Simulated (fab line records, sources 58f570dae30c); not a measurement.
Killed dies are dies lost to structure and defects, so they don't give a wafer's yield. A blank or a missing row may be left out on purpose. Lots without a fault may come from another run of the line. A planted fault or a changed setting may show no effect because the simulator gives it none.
Chamber matching | flow berkeley_cmos170 | UCB170_M2_ETCH_17 on rie_diel-02: 4 sister chambers
The step etches BARC in N2/H2. 22 wafers are shown with their chamber, then 11 later ones without.

WAFERS WITH THEIR CHAMBER
wafer  | chamber | drypump_motor_current_A (A) | throttle_valve_pct (%) | oes_product_au (a.u.)
L074.1 | 1       | 5.4                         | 13.48                  | 0.985
L074.3 | 3       | 6.0                         | 13.05                  | 0.997
L074.5 | 3       | 6.0                         | 13.05                  | 1.003
L076.1 | 0       | 6.7                         | 13.32                  | 1.008
L076.2 | 1       | 5.4                         | 13.48                  | 0.978
L076.5 | 1       | 5.4                         | 13.47                  | 0.981
L078.1 | 1       | 5.4                         | 13.48                  | 0.983
L078.4 | 0       | 6.8                         | 13.33                  | 1.023
L078.5 | 2       | 5.7                         | 13.41                  | 1.012
L079.1 | 0       | 6.7                         | 13.32                  | 1.010
L079.3 | 1       | 5.4                         | 13.47                  | 0.968
L079.4 | 2       | 5.7                         | 13.43                  | 0.995
L082.1 | 1       | 5.4                         | 13.49                  | 0.969
L082.2 | 3       | 6.0                         | 13.04                  | 1.004
L082.4 | 0       | 6.8                         | 13.34                  | 1.010
L083.1 | 0       | 6.8                         | 13.33                  | 1.013
L083.2 | 2       | 5.7                         | 13.36                  | 1.004
L083.5 | 3       | 6.0                         | 13.05                  | 0.997
L084.1 | 0       | 6.8                         | 13.33                  | 1.015
L084.2 | 3       | 6.0                         | 13.05                  | 0.996
L084.5 | 0       | 6.8                         | 13.31                  | 1.008
L088.1 | 3       | 6.0                         | 13.05                  | 1.001

SIGNATURES (means of the wafers above)
reading                 | chamber 0 | chamber 1 | chamber 2 | chamber 3 | scatter within a chamber
drypump_motor_current_A | 6.771     | 5.400     | 5.700     | 6.000     | 0.0282
throttle_valve_pct      | 13.3257   | 13.4783   | 13.4000   | 13.0483   | 0.014
oes_product_au          | 1.01243   | 0.97733   | 1.00367   | 0.99967   | 0.00594
Rule: a wafer's distance from a chamber is the root of the sum, over the readings, of the square of ((its reading less the chamber's mean) divided by the reading's scatter). The wafer belongs to the nearest chamber; if the next one is less than 2 further off, it can't be placed. The scatter: the root of (the sum of the squares of (reading less its chamber's mean) over the shown wafers, divided by (wafers less chambers)).

WAFERS WITHOUT THEIR CHAMBER
wafer  | drypump_motor_current_A (A) | throttle_valve_pct (%) | oes_product_au (a.u.)
L088.4 | 6.8                         | 13.34                  | 1.016
L088.6 | 6.8                         | 13.33                  | 1.007
L089.2 | 6.8                         | 13.33                  | 1.019
L089.4 | 6.0                         | 13.04                  | 1.006
L089.6 | 5.4                         | 13.46                  | 0.973
L096.3 | 6.0                         | 13.04                  | 1.000
L096.4 | 6.8                         | 13.33                  | 1.020
L096.6 | 6.0                         | 13.04                  | 0.999
L094.2 | 5.4                         | 13.48                  | 0.973
L094.4 | 6.0                         | 13.04                  | 1.002
L094.6 | 5.4                         | 13.48                  | 0.976

WHICH CHAMBER EACH WENT THROUGH
wafer  | from the rows above | in truth
L088.4 | 0                   | 0
L088.6 | 0                   | 0
L089.2 | 0                   | 0
L089.4 | 3                   | 3
L089.6 | 1                   | 1
L096.3 | 3                   | 3
L096.4 | 0                   | 0
L096.6 | 3                   | 3
L094.2 | 1                   | 1
L094.4 | 3                   | 3
L094.6 | 1                   | 1
Placed correctly: 11 of 11. Can't be placed from these rows: 0. Placed wrongly: 0.
